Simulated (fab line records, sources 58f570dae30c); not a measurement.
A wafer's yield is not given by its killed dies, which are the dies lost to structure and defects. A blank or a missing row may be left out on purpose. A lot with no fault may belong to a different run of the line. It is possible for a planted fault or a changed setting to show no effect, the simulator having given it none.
Which tool is to blame?    flow berkeley-cmos170    at 1 step of a route of 331, 12 lots with 36 wafers sampled

## WHAT EACH GAUGE READ, for each wafer
UCB170_NWELL_THK_MEAS_02.
lot   measured     on             NWELL_OXIDE_THK (nm)
L075  day 2 06:51  film-metro-02  27.1 26.9 27.2
L077  day 2 12:49  film-metro-02  26.4 26.0 26.5
L079  day 3 02:18  film-metro-04  26.8 26.9 27.1
L081  day 3 12:57  film-metro-03  25.9 25.9 25.9
L083  day 3 21:49  film-metro-02  26.7 26.5 26.9
L084  day 4 03:22  film-metro-03  26.7 26.4 26.6
L087  day 4 18:55  film-metro-03  26.6 26.7 26.7
L089  day 5 03:51  film-metro-03  25.7 26.5 26.1
L091  day 5 12:50  film-metro-03  26.5 26.6 26.1
L093  day 5 22:32  film-metro-04  26.2 26.8 26.9
L094  day 6 06:46  film-metro-04  26.3 26.1 26.8
L097  day 6 16:06  film-metro-02  25.8 25.7 26.1

## EACH LOT AND THE TOOL THAT RAN IT (in order: tool; ch and the chambers of the sampled wafers; start)
The record shows no process step preceding these readings.

## THE ANSWER, worked out from the rows above alone
Rule: the usual values come from the lots themselves. The widest of any qualifying gaps counts: lots, ordered by their means at a reading, are off when they make up no more than a third of the lots, leave a main group of 4 or more, and stand apart from it by 3 or more times the standard deviation of that group's means. Not used: any main group whose means are identical at the precision the tables above print for the reading. A lot without any number at a reading at which 4 lots or more have one is off too. Where the step has rows for the other lots, those lots are counted as sound.
No lot is off at any reading shown: from this, nothing can be told.

## WHAT WAS PUT IN BY THE SIMULATOR
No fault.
